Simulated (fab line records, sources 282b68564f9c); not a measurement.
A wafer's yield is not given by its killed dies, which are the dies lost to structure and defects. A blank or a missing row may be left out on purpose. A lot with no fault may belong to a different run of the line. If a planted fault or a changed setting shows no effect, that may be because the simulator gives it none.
Struck lot and sound lot, side by side	flow rit_cmos	44 out of 202 route steps
Sound: these wafers, L276.2, L276.4, L276.5. Struck: wafers L286.1, L286.3, L286.4. The cause is named last.
Each step with rows lists, per side, the tool, then ch with its chambers, then its first start. Under that, the readings that differ: sound wafers	struck wafers	difference of the means	sigmas: that difference in standard deviations of wafers without a fault.
alike: words and numbers the same on both sides, and readings whose means are apart by under 2 such deviations; not compared: readings that were withheld, readings missing a value for some wafer, numbers with overlapping values and no deviation given by the record, and bounds like >300 which may hide the same value.
A row with sigmas, a row that says differs or no value, or rows on one side alone: a step with any of these is where the two part. Numbers that don't overlap but have no deviation are shown without sigmas and don't part them. Lack of a reading on every wafer of one side parts them only where that side has two or more wafers.

first, 1 step without rows for these wafers: RIT_PRETRO_IMPLANT_08.
RIT_PRETRO_STRIP_09: strips in O2, time 180 s.
  sound on plasma_asher-01 ch 1, day 2 23:59; struck on plasma_asher-04 ch 0,1, day 5 02:25
  alike: drypump_motor_current_A
  not compared: rf_hours_counter_h
RIT_PRETRO_TW_MEAS_10:
  struck on film_metro-04, day 5 02:35; sound on film_metro-04, day 3 00:10
  alike: PRETRO_TW
then, 5 steps without rows for these wafers: RIT_GATE_WET_ETCH_00 (etches SiO2 in BOE, target depth 56 nm, time 60 s); RIT_GATE_CLEAN_01 (cleans in SC1, time 600 s); RIT_GATE_CLEAN_02 (cleans in dHF, time 30 s); RIT_GATE_CLEAN_03 (cleans in SC2, time 600 s); RIT_GATE_CLEAN_04 (cleans in dHF, time 60 s).
RIT_FOX2_THK_MEAS_91:
  struck on film_metro-04, day 5 03:05; sound on film_metro-02, day 3 00:41
  alike: FIELD_OXIDE_LEFT_2_THK
then, 2 steps without rows for these wafers: RIT_GATE_OXIDATION_05 (target thk 3 nm, ox time 270 s); RIT_GATE_ANNEAL_06 (time 600 s).
RIT_GATE_THK_MEAS_07:
  struck on film_metro-02, day 5 07:44; sound on film_metro-04, day 3 02:04
  alike: GATE_OXIDE_THK
RIT_GATE_CVD_08: deposits poly-Si from SiH4, target thk 250 nm, time 2220 s.
  sound on lpcvd-01 ch 0, day 3 02:31; struck on lpcvd-01 ch 0, day 5 08:58
reading	sound	struck	difference	sigmas
pressure_mtorr (mTorr)	299.5 299.1 299.1	239.3 239.1 240.4	-59.6	-99 or more
model.poly-Si_of_GATE_CVD_08.thk_nm (nm)	249.9 249.8 250	222 222.3 223.1	-27	
  alike: zone_power_load_pct
RIT_GATE_THK_MEAS_09:
  struck on film_metro-02, day 5 10:35; sound on film_metro-04, day 3 04:08
reading	sound	struck	difference	sigmas
GATE_POLY_THK (nm)	249.7 249.7 250.1	221.9 222.2 223.1	-27.4	-12
then, 6 steps without rows for these wafers: RIT_GATE_HMDS_10 (prime time 60 s); RIT_GATE_COAT_11 (resist thk 850 nm); RIT_GATE_SOFTBAKE_12 (time 60 s); RIT_GATE_EXPOSE_13 (exposes mask M6, target cd 150 nm); RIT_GATE_PEB_14; RIT_GATE_DEVELOP_15 (develop time 50 s).
RIT_GATE_CD_MEAS_16: target cd 150 nm.
  struck on cd_sem-01, day 5 11:37; sound on cd_sem-01, day 3 05:11
  alike: cd_nm
RIT_GATE_OVL_MEAS_17:
  struck on overlay-01, day 5 11:44; sound on overlay-02, day 3 05:17
  alike: GATE_OVL
then, 1 step without rows for these wafers: RIT_GATE_HARDBAKE_18 (time 60 s).
RIT_GATE_ETCH_19: etches poly-Si in SF6/CHF3/O2, stops on SiO2, time 165 s, target depth 312.5 nm.
  sound on rie_si-01 ch 0,1,2, day 3 05:28; struck on rie_si-01 ch 1,2,3, day 5 11:55
reading	sound	struck	difference	sigmas
oes_product_au (a.u.)	0.858 0.824 0.860	0.776 0.789 0.802	-0.058	-4
model.etch.depth_nm (nm)	249.9 249.8 250	222 222.3 223.1	-27	
model.GATE.feature_depth_nm (nm)	249.9 249.8 250	222 222.3 223.1	-27	
  alike: drypump_motor_current_A, throttle_valve_pct
  not compared: rf_hours_counter_h
RIT_GATE_STRIP_20: strips in O2, time 180 s.
  sound on plasma_asher-03 ch 0, day 3 05:35; struck on plasma_asher-01 ch 0,1, day 5 12:02
  alike: drypump_motor_current_A
  not compared: rf_hours_counter_h
RIT_GATE_CD_MEAS_90: target cd 150 nm.
  struck on cd_sem-02, day 5 12:13; sound on cd_sem-01, day 3 05:46
  alike: cd_nm
then, 4 steps without rows for these wafers: RIT_REOX_CLEAN_00 (cleans in SC1, time 600 s); RIT_REOX_CLEAN_01 (cleans in dHF, time 30 s); RIT_REOX_CLEAN_02 (cleans in SC2, time 600 s); RIT_REOX_OXIDATION_03 (target thk 25.2 nm, ox time 5580 s).
RIT_REOX_THK_MEAS_04:
  struck on film_metro-02, day 5 15:27; sound on film_metro-02, day 3 10:58
  alike: REOX_OXIDE_THK
then, 6 steps without rows for these wafers: RIT_NLDD_HMDS_00 (prime time 60 s); RIT_NLDD_COAT_01 (resist thk 1000 nm); RIT_NLDD_SOFTBAKE_02 (time 60 s); RIT_NLDD_EXPOSE_03 (exposes mask M7, target cd 40700 nm); RIT_NLDD_PEB_04; RIT_NLDD_DEVELOP_05 (develop time 50 s).
RIT_NLDD_OVL_MEAS_06:
  struck on overlay-02, day 5 16:27; sound on overlay-01, day 3 12:00
  alike: NLDD_OVL
then, 2 steps without rows for these wafers: RIT_NLDD_HARDBAKE_07 (time 60 s); RIT_NLDD_IMPLANT_08.
RIT_NLDD_STRIP_09: strips in O2, time 180 s.
  sound on plasma_asher-02 ch 1, day 3 12:20; struck on plasma_asher-04 ch 0,1, day 5 16:53
  alike: drypump_motor_current_A
  not compared: rf_hours_counter_h
RIT_NLDD_TW_MEAS_10:
  struck on film_metro-01, day 5 17:04; sound on film_metro-02, day 3 12:31
  alike: NLDD_TW
RIT_SDANNEAL_CLEAN_02: cleans in SC2, time 600 s.
  sound on wet_bench-03 ch 2, day 3 19:57; struck on wet_bench-01 ch 0, day 6 00:16
reading	sound	struck	difference	sigmas
model.poly-Si_of_GATE_CVD_08.thk_nm (nm)	162.2 161.7 162.3	135.3 135.9 136.4	-26.2	
RIT_M1_PROBE_99:
  struck on prober-01, day 6 08:00; sound on prober-01, day 4 04:01
reading	sound	struck	difference	sigmas
model.etest.nmos_turned.drive_ua_um	336.6 337.5 346.3	379.1 380.6 379.6	+39.6	
model.etest.pmos_turned.drive_ua_um	197.2 196.5 204.1	209.3 211.3 212.1	+11.6	
model.etest.nmos_0p15.tox_inv_nm (nm)	4.398 4.362 4.369	4.279 4.289 4.247	-0.105	
  alike: killed_at_contacts, killed_at_front_end, killed_dies, killed_open, killed_short
  not compared: model.etest.ppoly_line.rs_ohm_sq

WHERE THEY PART
At RIT_GATE_CVD_08 first; at RIT_GATE_ETCH_19 last (within this record only). Later steps at which nothing parts them and some readings are alike: RIT_GATE_STRIP_20, RIT_GATE_CD_MEAS_90, RIT_REOX_THK_MEAS_04, RIT_NLDD_OVL_MEAS_06, RIT_NLDD_STRIP_09, RIT_NLDD_TW_MEAS_10, RIT_M1_PROBE_99.

WHY: what the simulator had put in
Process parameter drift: lpcvd-01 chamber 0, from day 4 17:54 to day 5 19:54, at RIT_GATE_CVD_08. From 300, the setting pressure_mtorr moved by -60. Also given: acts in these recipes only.
